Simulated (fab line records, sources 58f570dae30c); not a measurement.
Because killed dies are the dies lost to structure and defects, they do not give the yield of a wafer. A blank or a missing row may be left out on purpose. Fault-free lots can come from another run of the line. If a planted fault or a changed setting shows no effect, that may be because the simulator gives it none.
Lot-split experiment    flow berkeleyCmos170    23 wafers read from 5 lots, route of 331 steps

== ON THE SPLIT ==
At UCB170_NLDD_IMPLANT_08, the setting doseCm2 was moved away from the recipe's 5e+13 on 6 of the 23 wafers read, by -6.4% to +2.8%. All remaining wafers had this setting at the recipe value.

== FROM THE SPLIT TO THE READING: what the file shows between them, 8 steps ==
- UCB170_NLDD_STRIP_10: strips in O2 (also split here: o2FlowSccm)
- UCB170_PSD_IMPLANT_08 (also split here: energyKev)
- UCB170_PSD_STRIP_09: strips in O2
- UCB170_NSD_IMPLANT_08 (also split here: doseCm2)
- UCB170_NSD_STRIP_09: strips in O2
- UCB170_SDANNEAL_RTA_00: time 10 s (also split here: timeS)
- UCB170_SDANNEAL_RTA_01: time 5 s
- UCB170_SDANNEAL_RS_MEAS_03: measures by four-point-probe

== THE READING ==
NLDD_RS, in ohm/sq, at UCB170_SDANNEAL_RS_MEAS_05 (measures by four-point-probe). Fault-free wafers of this fab line usually give 615.9 ohm/sq, standard deviation 1.9 ohm/sq.

wafer   tool, chamber at the split  doseCm2 as run  against the recipe  NLDD_RS, ohm/sq  against lot-mates on the recipe
L077.1  implanter-02, 0             5e+13           recipe              615.1            -
L077.3  implanter-02, 0             4.802e+13       -4.0%               624.5            +8.9
L077.4  implanter-02, 0             5e+13           recipe              616.3            -
L077.5  implanter-02, 0             4.802e+13       -4.0%               624.3            +8.7
L077.6  implanter-02, 0             5e+13           recipe              615.5            -
L076.1  implanter-04, 0             5e+13           recipe              618.6            -
L076.2  implanter-04, 0             5e+13           recipe              618.9            -
L076.6  implanter-04, 0             5e+13           recipe              617.2            -
L078.1  implanter-01, 0             5e+13           recipe              615.4            -
L078.3  implanter-01, 0             5e+13           recipe              617.4            -
L078.4  implanter-01, 0             4.682e+13       -6.4%               629.2            +12.6
L078.5  implanter-01, 0             5e+13           recipe              617.0            -
L078.6  implanter-01, 0             4.682e+13       -6.4%               629.4            +12.8
L080.1  implanter-01, 0             5.141e+13       +2.8%               609.0            -4.6
L080.2  implanter-01, 0             5e+13           recipe              612.2            -
L080.4  implanter-01, 0             5e+13           recipe              613.0            -
L080.5  implanter-01, 0             5.141e+13       +2.8%               607.8            -5.8
L080.6  implanter-01, 0             5e+13           recipe              615.7            -
L085.1  implanter-04, 0             5e+13           recipe              614.1            -
L085.2  implanter-04, 0             5e+13           recipe              614.5            -
L085.3  implanter-04, 0             5e+13           recipe              615.2            -
L085.4  implanter-04, 0             5e+13           recipe              613.8            -
L085.6  implanter-04, 0             5e+13           recipe              615.4            -

FIT RESULTS
A straight line over all 23 wafers: NLDD_RS changes by -2.23 ohm/sq for each +1% of doseCm2; r = -0.96; the points scatter about the line by 1.6 ohm/sq.
The same after taking each lot's own level away (the mean of its wafers on the recipe; 23 wafers): -2.02 ohm/sq for each +1%; r = -0.98; scatter 0.86 ohm/sq.
The reading moves by 13 ohm/sq for the largest change in doseCm2, on that fit.
Measured against the standard deviation above, the lots' own levels, which go from 613.63 to 618.23 ohm/sq, span 2.4 times it.
So the lot-to-lot level changes the slope: the two fits differ.
Check: for one of the wafers moved furthest among these (-6.4%), held out of the fit, the line's prediction against its lot-mates is +13.1 ohm/sq. Against them it came out at +12.6 ohm/sq.

== THE OTHER SPLITS THESE WAFERS WENT THROUGH ==
Other splits were also applied to these wafers ahead of the reading. Each is held against what the fit with the lots' levels taken away leaves over:
other split on the same wafers   wafers away from the commonest value  r with NLDD_RS (lot level and that fit taken away)
UCB170_NLDD_STRIP_10 o2FlowSccm  9                                     -0.10
UCB170_PSD_IMPLANT_08 energyKev  4                                     +0.09
UCB170_NSD_IMPLANT_08 doseCm2    9                                     -0.07
UCB170_SDANNEAL_RTA_00 timeS     7                                     +0.04

== FILE'S OWN FIT ==
NLDD_RS changes by -2.03 ohm/sq for each +1% of doseCm2, r = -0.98.
